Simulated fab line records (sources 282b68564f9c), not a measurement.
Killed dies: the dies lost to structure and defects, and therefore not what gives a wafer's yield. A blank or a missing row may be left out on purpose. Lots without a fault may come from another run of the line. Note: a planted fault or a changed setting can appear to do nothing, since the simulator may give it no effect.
fab line records	flow rit_cmos
record lots=5	wafers=23
route steps=202 shown SILICIDE@162 M1@184
start_h: hours from the record's opening day to when the first of the lot's shown wafers began	wait_h: hours elapsed since this lot's preceding step	" repeats the value in the row above	L1.1+2: one row covering several wafers at once	- value missing, or start not given	* or withheld: withheld	< > ~ a bound
route shown NAME@n: NAME is a module with steps in the file, n the number in the route of the first one	usual: mean and standard deviation over wafers with no fault	same: alike in all rows	chamber/n: place in a boat	sites: per-site readings	_std_site: the values' standard deviation	_edge_site: the outer-site mean with the inner-site mean subtracted	radius_mm: for every site, how far away it sits from the centre of the wafer	mask NAME#n: copy n	behind: the tool/chamber that last shaped the wafer	hold: reason for holding the lot/hours on hold/outcome of the hold	device: names the non-switching transistor (n, p or np)	end of line: the same wafers' tests at the end of the route	step lacking rows: just its recipe	killed: count of dies lost to structure and defects at first sort (not the wafer's yield)	map: the dies of a wafer, with x for killed, . for not killed, _ for no die there
set.NAME: the run value of the setting; set.NAME@STEP: its run value at that earlier step	model.NAME: the simulator's own value behind a step, which no gauge read
one table per step and one row per wafer, for lots whose settings were changed on purpose
## steps
# step RIT_SILICIDE_SPUTTER_01
# recipe material=Ti	target_thk_nm=30	power_w=350	chamber_pressure_pa=0.667	gas=Ar	time_s=240	substrate_temp_c=25
lot.wafer	tool	chamber	start_h	wait_h	set.time_s	model.Ti_of_SILICIDE_SPUTTER_01.thk_nm
L074.1	pvd_sputter-03	-	50.36	0.0	222.2	27.1
L074.3	"	-	"	"	240	29.66
L074.4	"	-	"	"	240	30.12
L074.5	"	-	"	"	222.2	26.83
L074.6	"	-	"	"	240	29.97
L077.1	pvd_sputter-04	-	66.89	0.0	240	29.9
L077.2	"	-	"	"	206.8	25.9
L077.3	"	-	"	"	240	29.93
L077.4	"	-	"	"	206.8	25.56
L077.6	"	-	"	"	206.8	25.84
L080.1	pvd_sputter-03	-	81.73	0.0	264.1	32.8
L080.2	"	-	"	"	240	29.73
L080.4	"	-	"	"	240	30.6
L080.5	"	-	"	"	264.1	32.57
L080.6	"	-	"	"	264.1	32.76
L082.1+3	pvd_sputter-03	-	95.62	0.0	240	29.69
L082.2	"	-	"	"	240	30.35
L085.1	pvd_sputter-01	-	110.64	0.0	240	30.29
L085.2	"	-	"	"	228.2	28.47
L085.3	"	-	"	"	240	30.36
L085.4	"	-	"	"	228.2	28
L085.6	"	-	"	"	228.2	28.76
# step RIT_SILICIDE_RS_MEAS_02
# recipe thk_meas_gauge=four-point-probe	reads=Ti_of_SILICIDE_SPUTTER_01
# usual SILICIDE_TI_RS=48.0/0.73
lot.wafer	tool	chamber	start_h	wait_h	set.time_s@SILICIDE_SPUTTER_01	SILICIDE_TI_RS[ohm/sq]
L074.1	film_metro-03	-	50.51	0.1	222.2	54.4
L074.3	"	-	"	"	240	48.5
L074.4	"	-	"	"	240	47.6
L074.5	"	-	"	"	222.2	55.1
L074.6	"	-	"	"	240	47.9
L077.1	film_metro-02	-	67.04	0.1	240	48.1
L077.2	"	-	"	"	206.8	57.7
L077.3	"	-	"	"	240	48.0
L077.4	"	-	"	"	206.8	58.6
L077.6	"	-	"	"	206.8	57.7
L080.1	film_metro-04	-	81.88	0.1	264.1	42.9
L080.2	"	-	"	"	240	48.4
L080.4	"	-	"	"	240	46.7
L080.5	"	-	"	"	264.1	43.2
L080.6	"	-	"	"	264.1	42.9
L082.1	film_metro-03	-	95.77	0.1	240	48.5
L082.2	"	-	"	"	240	47.1
L082.3	"	-	"	"	240	48.6
L085.1	film_metro-03	-	110.79	0.1	240	47.3
L085.2	"	-	"	"	228.2	51.3
L085.3	"	-	"	"	240	47.2
L085.4	"	-	"	"	228.2	52.2
L085.6	"	-	"	"	228.2	50.5
# step RIT_SILICIDE_THK_MEAS_03
# recipe thk_meas_gauge=xrf	reads=Ti_of_SILICIDE_SPUTTER_01
# usual SILICIDE_TI_THK=30.0/0.39
lot.wafer	tool	chamber	start_h	wait_h	set.time_s@SILICIDE_SPUTTER_01	SILICIDE_TI_THK[nm]
L074.1	film_metro-03	-	50.63	0.1	222.2	27.2
L074.3	"	-	"	"	240	29.9
L074.4	"	-	"	"	240	30.4
L074.5	"	-	"	"	222.2	27.0
L074.6	"	-	"	"	240	30.2
L077.1	film_metro-02	-	67.16	0.1	240	29.7
L077.2	"	-	"	"	206.8	26.0
L077.3	"	-	"	"	240	30.0
L077.4	"	-	"	"	206.8	25.5
L077.6	"	-	"	"	206.8	25.8
L080.1	film_metro-04	-	82.00	0.1	264.1	32.9
L080.2	"	-	"	"	240	29.8
L080.4	"	-	"	"	240	30.7
L080.5	"	-	"	"	264.1	32.3
L080.6	"	-	"	"	264.1	32.8
L082.1	film_metro-03	-	95.89	0.1	240	29.9
L082.2	"	-	"	"	240	30.5
L082.3	"	-	"	"	240	29.7
L085.1	film_metro-03	-	110.91	0.1	240	30.5
L085.2	"	-	"	"	228.2	28.5
L085.3	"	-	"	"	240	30.5
L085.4	"	-	"	"	228.2	28.2
L085.6	"	-	"	"	228.2	28.8
# step RIT_M1_SPUTTER_00
# recipe material=Al	target_thk_nm=400	power_w=2000	chamber_pressure_pa=0.4	gas=Ar	time_s=500	substrate_temp_c=25
lot.wafer	tool	chamber	start_h	wait_h	set.power_w	model.Al_of_M1_SPUTTER_00.thk_nm
L074.1	pvd_sputter-04	-	53.33	0.0	1853	369.4
L074.3	"	-	"	"	2000	394.7
L074.4	"	-	"	"	2000	400.5
L074.5	"	-	"	"	1853	366.9
L074.6	"	-	"	"	1853	369
L077.1	pvd_sputter-02	-	69.95	0.0	1902	379.5
L077.2	"	-	"	"	1902	388.3
L077.3	"	-	"	"	2000	401.5
L077.4	"	-	"	"	2000	403.9
L077.6	"	-	"	"	1902	390
L080.1	pvd_sputter-04	-	84.57	0.0	2199	444
L080.2	"	-	"	"	2000	399.1
L080.4	"	-	"	"	2199	444.7
L080.5	"	-	"	"	2000	405.9
L080.6	"	-	"	"	2199	437.1
L082.1	pvd_sputter-04	-	98.39	0.0	2000	404.1
L082.2	"	-	"	"	2000	406.8
L082.3	"	-	"	"	2000	403.9
L085.1	pvd_sputter-04	-	113.37	0.0	2000	398.2
L085.2	"	-	"	"	2000	400.3
L085.3	"	-	"	"	2000	394.3
L085.4	"	-	"	"	2000	400.4
L085.6	"	-	"	"	2000	399.7
# step RIT_M1_RS_MEAS_01
# recipe thk_meas_gauge=four-point-probe	reads=Al_of_M1_SPUTTER_00
# usual M1_AL_RS=0.0731/0.00067
lot.wafer	tool	chamber	start_h	wait_h	set.power_w@M1_SPUTTER_00	M1_AL_RS[ohm/sq]
L074.1	film_metro-04	-	53.63	0.1	1853	0.0797
L074.3	"	-	"	"	2000	0.0744
L074.4	"	-	"	"	2000	0.0733
L074.5	"	-	"	"	1853	0.0803
L074.6	"	-	"	"	1853	0.0798
L077.1	film_metro-04	-	70.25	0.1	1902	0.0775
L077.2	"	-	"	"	1902	0.0755
L077.3	"	-	"	"	2000	0.0733
L077.4	"	-	"	"	2000	0.0727
L077.6	"	-	"	"	1902	0.0756
L080.1	film_metro-04	-	84.87	0.1	2199	0.0658
L080.2	"	-	"	"	2000	0.0736
L080.4	"	-	"	"	2199	0.0659
L080.5	"	-	"	"	2000	0.0723
L080.6	"	-	"	"	2199	0.0670
L082.1	film_metro-02	-	98.68	0.1	2000	0.0728
L082.2	"	-	"	"	2000	0.0722
L082.3	"	-	"	"	2000	0.0727
L085.1	film_metro-04	-	113.67	0.1	2000	0.0738
L085.2	"	-	"	"	2000	0.0733
L085.3	"	-	"	"	2000	0.0745
L085.4	"	-	"	"	2000	0.0734
L085.6	"	-	"	"	2000	0.0735
# step RIT_M1_THK_MEAS_02
# recipe thk_meas_gauge=xrf	reads=Al_of_M1_SPUTTER_00
# usual M1_AL_THK=401/3.9
lot.wafer	tool	chamber	start_h	wait_h	set.power_w@M1_SPUTTER_00	M1_AL_THK[nm]
L074.1	film_metro-04	-	53.75	0.1	1853	368
L074.3	"	-	"	"	2000	395
L074.4	"	-	"	"	2000	404
L074.5	"	-	"	"	1853	368
L074.6	"	-	"	"	1853	370
L077.1	film_metro-04	-	70.37	0.1	1902	379
L077.2	"	-	"	"	1902	389
L077.3	"	-	"	"	2000	402
L077.4	"	-	"	"	2000	405
L077.6	"	-	"	"	1902	388
L080.1	film_metro-04	-	84.99	0.1	2199	444
L080.2	"	-	"	"	2000	399
L080.4	"	-	"	"	2199	443
L080.5	"	-	"	"	2000	406
L080.6	"	-	"	"	2199	433
L082.1	film_metro-02	-	98.80	0.1	2000	403
L082.2	"	-	"	"	2000	408
L082.3	"	-	"	"	2000	404
L085.1	film_metro-04	-	113.79	0.1	2000	399
L085.2	"	-	"	"	2000	398
L085.3	"	-	"	"	2000	395
L085.4	"	-	"	"	2000	400
L085.6	"	-	"	"	2000	401
# step RIT_M1_COAT_04
# recipe resist=NOVOLAK	spin_rpm=2000	resist_thk_nm=1300
lot.wafer	tool	chamber	start_h	wait_h	set.resist_thk_nm	model.NOVOLAK_of_M1_COAT_04.thk_nm
L074.1	litho_track-03	0	53.96	0.1	1228	-
L074.3	"	0	"	"	1228	1227
L074.4	"	0	"	"	1300	1295
L074.5+6	"	0	"	"	1300	-
L077.1	litho_track-04	0	70.58	0.1	1228	1233
L077.2	"	0	"	"	1228	1228
L077.3+6	"	0	"	"	1300	1303
L077.4	"	0	"	"	1228	1231
L080.1	litho_track-04	0	85.26	0.1	1300	-
L080.2	"	0	"	"	1300	1300
L080.4+6	"	0	"	"	1334	-
L080.5	"	0	"	"	1334	1335
L082.1	litho_track-03	0	99.01	0.1	1300	1301
L082.2	"	0	"	"	1300	1304
L082.3	"	0	"	"	1300	1303
L085.1+2+3	litho_track-03	0	114.01	0.1	1300	1301
L085.4	"	0	"	"	1300	1307
L085.6	"	0	"	"	1300	1302
# step RIT_M1_SOFTBAKE_05
# recipe resist=NOVOLAK	temp_c=90	time_s=60
# step RIT_M1_EXPOSE_06
# recipe mask_id=M12	na=0.6	source_shape=conventional	sigma_outer=0.5	target_cd_nm=2600	dose_mj=250
# step RIT_M1_PEB_07
# recipe resist=NOVOLAK	temp_c=withheld	time_s=withheld
# step RIT_M1_DEVELOP_08
# recipe resist=NOVOLAK	develop_time_s=68	dev_temp_c=24.01
# step RIT_M1_CD_MEAS_09
# recipe target_cd_nm=2600
# usual cd_nm=2599.9/2.5
lot.wafer	tool	chamber	start_h	wait_h	set.resist_thk_nm@M1_COAT_04	cd_nm
L074.1	cd_sem-02	-	54.69	-	1228	2591.0
L074.3	"	-	"	"	1228	2593.0
L074.4	"	-	"	"	1300	2596.6
L074.5	"	-	"	"	1300	2596.8
L074.6	"	-	"	"	1300	2599.5
L077.1	cd_sem-01	-	71.31	-	1228	2592.9
L077.2	"	-	"	"	1228	2592.9
L077.3	"	-	"	"	1300	2600.5
L077.4	"	-	"	"	1228	2593.4
L077.6	"	-	"	"	1300	2596.6
L080.1	cd_sem-02	-	85.99	-	1300	2598.8
L080.2	"	-	"	"	1300	2600.8
L080.4	"	-	"	"	1334	2604.2
L080.5	"	-	"	"	1334	2602.6
L080.6	"	-	"	"	1334	2601.5
L082.1	cd_sem-01	-	99.87	-	1300	2599.4
L082.2	"	-	"	"	1300	2597.7
L082.3	"	-	"	"	1300	2598.8
L085.1	cd_sem-01	-	114.86	-	1300	2601.4
L085.2	"	-	"	"	1300	2602.5
L085.3	"	-	"	"	1300	2602.9
L085.4	"	-	"	"	1300	2604.2
L085.6	"	-	"	"	1300	2603.0
# step RIT_M1_HARDBAKE_11
# recipe resist=NOVOLAK	temp_c=140	time_s=120
lot.wafer	tool	chamber	start_h	wait_h	set.temp_c	set.resist_thk_nm@M1_COAT_04	model.NOVOLAK_of_M1_COAT_04.thk_nm
L074.1	litho_track-01	0	54.84	0.0	140	1228	-
L074.3	"	0	"	"	140	1228	1074
L074.4	"	0	"	"	140	1300	1133
L074.5+6	"	0	"	"	140	1300	-
L077.1	litho_track-04	0	71.61	0.2	138.1	1228	1082
L077.2	"	0	"	"	140	1228	1075
L077.3	"	0	"	"	140	1300	1139
L077.4	"	0	"	"	140	1228	1078
L077.6	"	0	"	"	138.1	1300	1143
L080.1	litho_track-04	0	86.15	0.0	135.9	1300	-
L080.2	"	0	"	"	140	1300	1137
L080.4	"	0	"	"	135.9	1334	-
L080.5	"	0	"	"	140	1334	1167
L080.6	"	0	"	"	140	1334	-
L082.1	litho_track-04	0	100.24	0.2	140	1300	1138
L082.2	"	0	"	"	140	1300	1140
L082.3	"	0	"	"	140	1300	1139
L085.1+2+3	litho_track-04	0	115.16	0.2	140	1300	1138
L085.4	"	0	"	"	138.3	1300	1146
L085.6	"	0	"	"	138.3	1300	1142
# step RIT_M1_METAL_ETCH_12
# recipe stop_on=SiO2	chemistry=Cl2/BCl3	target=Al	time_s=165	over_etch_frac=0.5	pressure_mtorr=100	target_depth_a=6000	rf_w=245.2	Cl2_flow_sccm=60	bcl3_flow_sccm=50
# usual oes_product_au=0.780/0.013
lot.wafer	tool	chamber	start_h	wait_h	set.power_w@M1_SPUTTER_00	oes_product_au
L074.1	rie_metal-03	1	55.09	0.2	1853	0.715
L074.3	"	1	"	"	2000	0.753
L074.4	"	0	"	"	2000	0.780
L074.5	"	1	"	"	1853	0.712
L074.6	"	0	"	"	1853	0.741
L077.1	rie_metal-03	0	71.86	0.2	1902	0.755
L077.2	"	1	"	"	1902	0.742
L077.3	"	0	"	"	2000	0.780
L077.4	"	1	"	"	2000	0.756
L077.6	"	0	"	"	1902	0.764
L080.1	rie_metal-03	0	86.40	0.2	2199	0.824
L080.2	"	1	"	"	2000	0.759
L080.4	"	1	"	"	2199	0.806
L080.5	"	1	"	"	2000	0.760
L080.6	"	0	"	"	2199	0.822
L082.1	rie_metal-01	0	100.49	0.2	2000	0.798
L082.2	"	1	"	"	2000	0.785
L082.3	"	1	"	"	2000	0.789
L085.1	rie_metal-01	0	115.41	0.2	2000	0.786
L085.2	"	1	"	"	2000	0.782
L085.3	"	0	"	"	2000	0.785
L085.4	"	1	"	"	2000	0.781
L085.6	"	0	"	"	2000	0.791
## key
split step=RIT_SILICIDE_SPUTTER_01	setting=time_s	stated=240	by=wafer
response step=RIT_SILICIDE_SPUTTER_01	reading=model.Ti_of_SILICIDE_SPUTTER_01.thk_nm	change=+0.308	per=1%	r=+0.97
response step=RIT_SILICIDE_RS_MEAS_02	reading=SILICIDE_TI_RS	change=-0.68	per=1%	r=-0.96
response step=RIT_SILICIDE_THK_MEAS_03	reading=SILICIDE_TI_THK	change=+0.304	per=1%	r=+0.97
split step=RIT_M1_SPUTTER_00	setting=power_w	stated=2000	by=wafer
response step=RIT_M1_SPUTTER_00	reading=model.Al_of_M1_SPUTTER_00.thk_nm	change=+3.89	per=1%	r=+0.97
response step=RIT_M1_RS_MEAS_01	reading=M1_AL_RS	change=-0.00072	per=1%	r=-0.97
response step=RIT_M1_THK_MEAS_02	reading=M1_AL_THK	change=+3.91	per=1%	r=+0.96
response step=RIT_M1_METAL_ETCH_12	reading=oes_product_au	change=+0.00549	per=1%	r=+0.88
split step=RIT_M1_COAT_04	setting=resist_thk_nm	stated=1300	by=wafer
response step=RIT_M1_COAT_04	reading=model.NOVOLAK_of_M1_COAT_04.thk_nm	change=+12.8	per=1%	r=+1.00
response step=RIT_M1_CD_MEAS_09	reading=cd_nm	change=+1.02	per=1%	r=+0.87
response step=RIT_M1_HARDBAKE_11	reading=model.NOVOLAK_of_M1_COAT_04.thk_nm	change=+11.1	per=1%	r=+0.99
split step=RIT_M1_HARDBAKE_11	setting=temp_c	stated=140	by=wafer
response none clear
